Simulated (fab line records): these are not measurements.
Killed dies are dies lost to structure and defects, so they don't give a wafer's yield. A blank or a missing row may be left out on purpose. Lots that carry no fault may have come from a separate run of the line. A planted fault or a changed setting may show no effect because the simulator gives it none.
Comparing a struck lot with a sound one    flow rit cmos    19 out of 202 route steps
Sound: the wafers L778.1, L778.4, L778.6. Wafers L793.2, L793.3, L793.4 were the ones struck. Last of all comes the cause.
For every step that has rows: the tool of each side, followed by ch and its chambers, followed by its first start. Under that, the readings that differ: sound wafers    struck wafers    difference of the means    sigmas: that difference in standard deviations of wafers without a fault.
alike: same words and numbers on both sides, and readings whose means sit less than 2 such deviations apart. not compared: any withheld reading, any reading some wafer has no value for, any bound like >300 that may hide the same value, and any number with overlapping values for which the record gives no deviation.
A row with sigmas, a row that says differs or no value, or rows on one side alone: a step with any of these is where the two part. Numbers that have no deviation but don't overlap get no sigmas and don't part them. A reading missing from all wafers of one side parts the sides only when that side holds two or more wafers.

first, 1 step without rows for these wafers: RIT_SILICIDE_WET_ETCH_00 (etches SiO2 in BOE, target depth 14 nm, time 15 s).
RIT_SILICIDE_SPUTTER_01: material Ti, target thk 30 nm, time 240 s.
  struck on pvd sputter-02, day 7 10:00; sound on pvd sputter-04, day 4 07:34
  alike: substrate temp c, throttle valve pct
RIT_SILICIDE_RS_MEAS_02: measures by four-point-probe.
  struck on film metro-02, day 7 10:10; sound on film metro-01, day 4 07:43
  alike: SILICIDE_TI_RS
RIT_SILICIDE_THK_MEAS_03: measures by xrf.
  struck on film metro-02, day 7 10:17; sound on film metro-01, day 4 07:50
  alike: SILICIDE_TI_THK
RIT_SILICIDE_RTA_04: time 10 s, ramp up 5 s, ramp down 5 s.
  sound on rtp anneal-01 ch 0, day 4 07:54; struck on rtp anneal-02 ch 0, day 7 10:20
  alike: wafer_temp_C_max
then, 1 step without rows for these wafers: RIT_SILICIDE_WET_ETCH_05 (etches Ti in SPM, time 120 s).
RIT_SILICIDE_RTA_06: time 10 s, ramp up 5 s, ramp down 10 s.
  sound on rtp anneal-02 ch 0, day 4 08:01; struck on rtp anneal-01 ch 0, day 7 10:28
  alike: wafer_temp_C_max
RIT_CONTACT_CVD_00: deposits SiO2 from TEOS, target thk 400 nm, time 61 s.
  sound on pecvd-04 ch 0,2, day 4 08:04; struck on pecvd-04 ch 0,1,2, day 7 10:34
  alike: heater power w
  not compared: since wet clean h
RIT_CONTACT_THK_MEAS_01:
  struck on film metro-01, day 7 10:38; sound on film metro-04, day 4 08:07
  alike: CONTACT_TEOS_THK
then, 3 steps without rows for these wafers: RIT_CONTACT_HMDS_02 (prime time 60 s); RIT_CONTACT_COAT_03 (resist thk 1000 nm); RIT_CONTACT_SOFTBAKE_04 (time 60 s).
RIT_CONTACT_EXPOSE_05: exposes mask M11, target cd 1000 nm.
  sound on iline stepper-01 ch 0, day 4 08:38; struck on iline stepper-02 ch 0, day 7 11:16
reading                          sound                    struck                difference  sigmas
exposure dose mJ cm2             249.84 249.69 249.69     250.29 249.99 250.46  +0.51       +2
model.CONTACT.overlay x nm (nm)  -0.7529 -0.7529 -0.7529  317.9 317.9 317.9     +318.7      
  alike: mask, stage vel mm s
then, 2 steps without rows for these wafers: RIT_CONTACT_PEB_06; RIT_CONTACT_DEVELOP_07 (develop time 120 s).
RIT_CONTACT_CD_MEAS_08: target cd 1000 nm.
  struck on cd sem-01, day 7 11:47; sound on cd sem-02, day 4 09:09
  alike: cd nm
RIT_CONTACT_OVL_MEAS_09:
  struck on overlay-02, day 7 11:54; sound on overlay-02, day 4 09:16
reading           sound          struck             difference  sigmas
CONTACT_OVL (nm)  -0.3 -0.6 1.2  317.0 317.3 317.4  +317.1      +99 or more
then, 1 step without rows for these wafers: RIT_CONTACT_HARDBAKE_10 (time 60 s).
RIT_M1_PROBE_99:
  struck on prober-01, day 7 16:59; sound on prober-02, day 4 14:19
reading                                                  sound                 struck                difference  sigmas
model.etest.nmos_0p15.junction log10 a um                -13.61 -13.51 -13.54  -10.69 -10.6 -10.68   +2.90       
model.etest.nmos narrow.off log10 a um                   -13.22 -13.16 -13.33  -10.69 -10.6 -10.68   +2.58       
model.etest.nmos_0p3.off log10 a um                      -13.02 -13.12 -12.97  -10.69 -10.6 -10.68   +2.38       
model.etest.gate end array.leak log10 a um               -12.84 -12.95 -12.69  -10.48 -10.44 -10.4   +2.39       
model.etest.pmos_0p15.junction log10 a um                -13.89 -13.84 -13.8   -11.69 -11.6 -11.68   +2.19       
model.etest.contact diode array.leak log10 a (angstrom)  -9.587 -9.5 -9.359    -7.398 -7.317 -7.357  +2.125      
model.etest.pmos_0p3.off log10 a um                      -12.83 -12.83 -12.94  -11.67 -11.58 -11.66  +1.23       
model.etest.select edge diode n.leak log10 a (angstrom)  -9.96 -9.789 -9.866   -8.76 -8.597 -8.605   +1.22       
  alike: killed at contacts, killed at front end, killed dies, killed open, killed short

WHERE THEY PART
First at RIT_CONTACT_EXPOSE_05; last, within this record, at RIT_CONTACT_OVL_MEAS_09. Later steps at which nothing parts them and some readings are alike: RIT_M1_PROBE_99.

WHY: whatever the simulator had introduced
Scanner matching overlay: iline stepper-02, from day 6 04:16 on, at RIT_CONTACT_EXPOSE_05. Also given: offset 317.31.
